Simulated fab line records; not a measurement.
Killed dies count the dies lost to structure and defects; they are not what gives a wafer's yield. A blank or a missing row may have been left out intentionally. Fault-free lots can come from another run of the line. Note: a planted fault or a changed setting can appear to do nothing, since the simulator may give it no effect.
The tool behind it: which one? || flow berkeleyCmos170 || 42 wafers from 14 lots sampled at 3 of the route's 331 steps

WHAT THE GAUGES READ, wafer by wafer
UCB170_V2_BOW_MEAS_03. Usual: V2_BOW 36 um, standard deviation 6.8.
{"lot": "L821", "measured": "day 8 21:11", "on": "filmMetro-01", "V2_BOW (um)": "34 40 44", "flag": ""}
{"lot": "L823", "measured": "day 8 19:32", "on": "filmMetro-04", "V2_BOW (um)": "32 43 21", "flag": ""}
{"lot": "L824", "measured": "day 8 21:33", "on": "filmMetro-01", "V2_BOW (um)": "43 41 27", "flag": ""}
{"lot": "L822", "measured": "day 8 17:56", "on": "filmMetro-04", "V2_BOW (um)": "31 33 44", "flag": ""}
{"lot": "L825", "measured": "day 11 04:02", "on": "filmMetro-01", "V2_BOW (um)": "47 42 52", "flag": ""}
{"lot": "L826", "measured": "day 11 05:23", "on": "filmMetro-03", "V2_BOW (um)": "32 24 30", "flag": ""}
{"lot": "L832", "measured": "day 11 05:41", "on": "filmMetro-03", "V2_BOW (um)": "39 37 39", "flag": ""}
{"lot": "L833", "measured": "day 12 05:39", "on": "filmMetro-04", "V2_BOW (um)": "32 29 31", "flag": ""}
{"lot": "L834", "measured": "day 12 03:14", "on": "filmMetro-03", "V2_BOW (um)": "36 33 36", "flag": ""}
{"lot": "L835", "measured": "day 12 05:46", "on": "filmMetro-01", "V2_BOW (um)": "35 43 36", "flag": ""}
{"lot": "L838", "measured": "day 12 21:48", "on": "filmMetro-04", "V2_BOW (um)": "44 42 35", "flag": ""}
{"lot": "L843", "measured": "day 13 13:59", "on": "filmMetro-01", "V2_BOW (um)": "46 29 19", "flag": ""}
{"lot": "L840", "measured": "day 13 07:24", "on": "filmMetro-01", "V2_BOW (um)": "30 31 29", "flag": ""}
{"lot": "L842", "measured": "day 13 10:30", "on": "filmMetro-03", "V2_BOW (um)": "41 41 34", "flag": ""}

EACH LOT AND THE TOOL THAT RAN IT (in order: tool; ch and the chambers of the sampled wafers; start)
{"lot": "L821", "UCB170_PFIELD_IMPLANT_07": "implanter-01 ch 0, day 5 01:00", "UCB170_M2_METAL_ETCH_18": "rieMetal-04 ch 0,1, day 8 20:14"}
{"lot": "L823", "UCB170_PFIELD_IMPLANT_07": "implanter-04 ch 0, day 5 05:58", "UCB170_M2_METAL_ETCH_18": "rieMetal-03 ch 0,1, day 8 18:37"}
{"lot": "L824", "UCB170_PFIELD_IMPLANT_07": "implanter-01 ch 0, day 5 12:27", "UCB170_M2_METAL_ETCH_18": "rieMetal-04 ch 0,1, day 8 20:38"}
{"lot": "L822", "UCB170_PFIELD_IMPLANT_07": "implanter-03 ch 0, day 5 12:39", "UCB170_M2_METAL_ETCH_18": "rieMetal-04 ch 0,1, day 8 16:59"}
{"lot": "L825", "UCB170_PFIELD_IMPLANT_07": "implanter-01 ch 0, day 6 19:44", "UCB170_M2_METAL_ETCH_18": "rieMetal-04 ch 0,1, day 11 02:52"}
{"lot": "L826", "UCB170_PFIELD_IMPLANT_07": "implanter-03 ch 0, day 6 20:05", "UCB170_M2_METAL_ETCH_18": "rieMetal-03 ch 0,1, day 11 04:23"}
{"lot": "L832", "UCB170_PFIELD_IMPLANT_07": "implanter-01 ch 0, day 7 08:35", "UCB170_M2_METAL_ETCH_18": "rieMetal-04 ch 0, day 11 04:46"}
{"lot": "L833", "UCB170_PFIELD_IMPLANT_07": "implanter-04 ch 0, day 7 19:01", "UCB170_M2_METAL_ETCH_18": "rieMetal-02 ch 0,1, day 12 04:42"}
{"lot": "L834", "UCB170_PFIELD_IMPLANT_07": "implanter-01 ch 0, day 7 19:36", "UCB170_M2_METAL_ETCH_18": "rieMetal-03 ch 0,1, day 12 02:17"}
{"lot": "L835", "UCB170_PFIELD_IMPLANT_07": "implanter-04 ch 0, day 7 19:51", "UCB170_M2_METAL_ETCH_18": "rieMetal-03 ch 0, day 12 04:47"}
{"lot": "L838", "UCB170_PFIELD_IMPLANT_07": "implanter-03 ch 0, day 8 19:52", "UCB170_M2_METAL_ETCH_18": "rieMetal-04 ch 0,1, day 12 20:48"}
{"lot": "L843", "UCB170_PFIELD_IMPLANT_07": "implanter-04 ch 0, day 9 15:56", "UCB170_M2_METAL_ETCH_18": "rieMetal-02 ch 1, day 13 12:52"}
{"lot": "L840", "UCB170_PFIELD_IMPLANT_07": "implanter-03 ch 0, day 9 16:38", "UCB170_M2_METAL_ETCH_18": "rieMetal-03 ch 0,1, day 13 06:30"}
{"lot": "L842", "UCB170_PFIELD_IMPLANT_07": "implanter-03 ch 0, day 9 17:10", "UCB170_M2_METAL_ETCH_18": "rieMetal-04 ch 0,1, day 13 09:36"}
- UCB170_PFIELD_IMPLANT_07
- UCB170_M2_METAL_ETCH_18: etches Al in Cl2/BCl3, stops on SiO2, target depth 1170 nm, time 197.7 s.

WHAT THE TOOLS THEMSELVES READ (means of the sampled wafers that have a number; where no wafer has one, the mark that the record gives instead)
UCB170_PFIELD_IMPLANT_07. Usual: beamEnergyKeV 80.001, standard deviation 0.023; beamOnS 10.01 s, standard deviation 0.2.
{"lot": "L821", "tool": "implanter-01", "beamEnergyKeV": 80.006, "beamOnS (s)": 9.81, "flag": ""}
{"lot": "L823", "tool": "implanter-04", "beamEnergyKeV": 80.008, "beamOnS (s)": 10.05, "flag": ""}
{"lot": "L824", "tool": "implanter-01", "beamEnergyKeV": 80.017, "beamOnS (s)": 9.88, "flag": ""}
{"lot": "L822", "tool": "implanter-03", "beamEnergyKeV": 80.010, "beamOnS (s)": 9.97, "flag": ""}
{"lot": "L825", "tool": "implanter-01", "beamEnergyKeV": 80.011, "beamOnS (s)": 9.95, "flag": ""}
{"lot": "L826", "tool": "implanter-03", "beamEnergyKeV": 80.002, "beamOnS (s)": 10.16, "flag": ""}
{"lot": "L832", "tool": "implanter-01", "beamEnergyKeV": 74.891, "beamOnS (s)": 10.02, "flag": "OFF"}
{"lot": "L833", "tool": "implanter-04", "beamEnergyKeV": 79.972, "beamOnS (s)": 10.06, "flag": ""}
{"lot": "L834", "tool": "implanter-01", "beamEnergyKeV": 74.849, "beamOnS (s)": 10.33, "flag": "OFF"}
{"lot": "L835", "tool": "implanter-04", "beamEnergyKeV": 79.984, "beamOnS (s)": 9.97, "flag": ""}
{"lot": "L838", "tool": "implanter-03", "beamEnergyKeV": 79.997, "beamOnS (s)": 9.92, "flag": ""}
{"lot": "L843", "tool": "implanter-04", "beamEnergyKeV": 80.014, "beamOnS (s)": 10.14, "flag": ""}
{"lot": "L840", "tool": "implanter-03", "beamEnergyKeV": 79.987, "beamOnS (s)": 10.02, "flag": ""}
{"lot": "L842", "tool": "implanter-03", "beamEnergyKeV": 80.001, "beamOnS (s)": 10.01, "flag": ""}

UCB170_M2_METAL_ETCH_18. Usual: drypumpMotorCurrentA 5.6 A, standard deviation 0.39; mfcCl2Sccm 90.03 sccm, standard deviation 0.29; oesProductAu 0.847 a.u., standard deviation 0.015; throttleValvePct 24.2 %, standard deviation 0.31.
{"lot": "L821", "tool": "rieMetal-04", "drypumpMotorCurrentA (A)": 5.8, "mfcCl2Sccm (sccm)": 89.84, "oesProductAu (a.u.)": 0.843, "throttleValvePct (%)": 24.7, "flag": ""}
{"lot": "L823", "tool": "rieMetal-03", "drypumpMotorCurrentA (A)": 5.4, "mfcCl2Sccm (sccm)": 89.84, "oesProductAu (a.u.)": 0.864, "throttleValvePct (%)": 24.0, "flag": ""}
{"lot": "L824", "tool": "rieMetal-04", "drypumpMotorCurrentA (A)": 5.7, "mfcCl2Sccm (sccm)": 90.20, "oesProductAu (a.u.)": 0.839, "throttleValvePct (%)": 24.7, "flag": ""}
{"lot": "L822", "tool": "rieMetal-04", "drypumpMotorCurrentA (A)": 5.8, "mfcCl2Sccm (sccm)": 89.62, "oesProductAu (a.u.)": 0.838, "throttleValvePct (%)": 24.7, "flag": ""}
{"lot": "L825", "tool": "rieMetal-04", "drypumpMotorCurrentA (A)": 5.8, "mfcCl2Sccm (sccm)": 89.86, "oesProductAu (a.u.)": 0.843, "throttleValvePct (%)": 24.7, "flag": ""}
{"lot": "L826", "tool": "rieMetal-03", "drypumpMotorCurrentA (A)": 5.1, "mfcCl2Sccm (sccm)": 90.02, "oesProductAu (a.u.)": 0.873, "throttleValvePct (%)": 24.1, "flag": ""}
{"lot": "L832", "tool": "rieMetal-04", "drypumpMotorCurrentA (A)": 6.0, "mfcCl2Sccm (sccm)": 90.26, "oesProductAu (a.u.)": 0.845, "throttleValvePct (%)": 24.7, "flag": ""}
{"lot": "L833", "tool": "rieMetal-02", "drypumpMotorCurrentA (A)": 6.0, "mfcCl2Sccm (sccm)": 90.11, "oesProductAu (a.u.)": 0.838, "throttleValvePct (%)": 24.1, "flag": ""}
{"lot": "L834", "tool": "rieMetal-03", "drypumpMotorCurrentA (A)": 5.1, "mfcCl2Sccm (sccm)": 90.21, "oesProductAu (a.u.)": 0.866, "throttleValvePct (%)": 24.1, "flag": ""}
{"lot": "L835", "tool": "rieMetal-03", "drypumpMotorCurrentA (A)": 5.6, "mfcCl2Sccm (sccm)": 90.57, "oesProductAu (a.u.)": 0.859, "throttleValvePct (%)": 23.9, "flag": ""}
{"lot": "L838", "tool": "rieMetal-04", "drypumpMotorCurrentA (A)": 5.6, "mfcCl2Sccm (sccm)": 89.95, "oesProductAu (a.u.)": 0.829, "throttleValvePct (%)": 24.6, "flag": ""}
{"lot": "L843", "tool": "rieMetal-02", "drypumpMotorCurrentA (A)": 5.9, "mfcCl2Sccm (sccm)": 90.21, "oesProductAu (a.u.)": 0.840, "throttleValvePct (%)": 24.1, "flag": ""}
{"lot": "L840", "tool": "rieMetal-03", "drypumpMotorCurrentA (A)": 5.4, "mfcCl2Sccm (sccm)": 89.76, "oesProductAu (a.u.)": 0.865, "throttleValvePct (%)": 24.0, "flag": ""}
{"lot": "L842", "tool": "rieMetal-04", "drypumpMotorCurrentA (A)": 5.6, "mfcCl2Sccm (sccm)": 89.89, "oesProductAu (a.u.)": 0.833, "throttleValvePct (%)": 24.6, "flag": ""}

THE ANSWER, worked out from the rows above alone
Rule: take the mean of a lot's wafers that have a number; if it is more than 3 standard deviations from the usual mean, the lot is off. Also off: a lot with no number at a reading for which 4 or more lots have one. Where the step has rows for the other lots, those lots are counted as sound. First the gauges in route order, then the tools' own readings, where a lot's mean is used as printed above. The first step at which some lot is off is used, and at that step the reading that is off furthest; a lot without a number counts as furthest.
Off at UCB170_PFIELD_IMPLANT_07 (beamEnergyKeV): L832, L834.
A tool fits if, at that step or a process step before it, it ran every lot that is off, and no sound lot after the first of them. One fits: implanter-01 at UCB170_PFIELD_IMPLANT_07. Its last sound lot is L825 (day 6 19:44), its first lot that is off L832 (day 7 08:35): a fault that began between those two fits.
On the lots that are off, the tool's own readings at UCB170_PFIELD_IMPLANT_07 differ by more than 5 times the standard deviation of the sound lots' means, which bears it out; beamEnergyKeV reads 74.870 there versus 80.001 on the sound lots.

WHAT WAS PUT IN BY THE SIMULATOR
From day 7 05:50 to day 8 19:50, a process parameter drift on implanter-01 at UCB170_PFIELD_IMPLANT_07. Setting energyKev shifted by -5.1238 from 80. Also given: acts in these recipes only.
Shown lots that were struck: L832, L834. Same finding as the rule above.
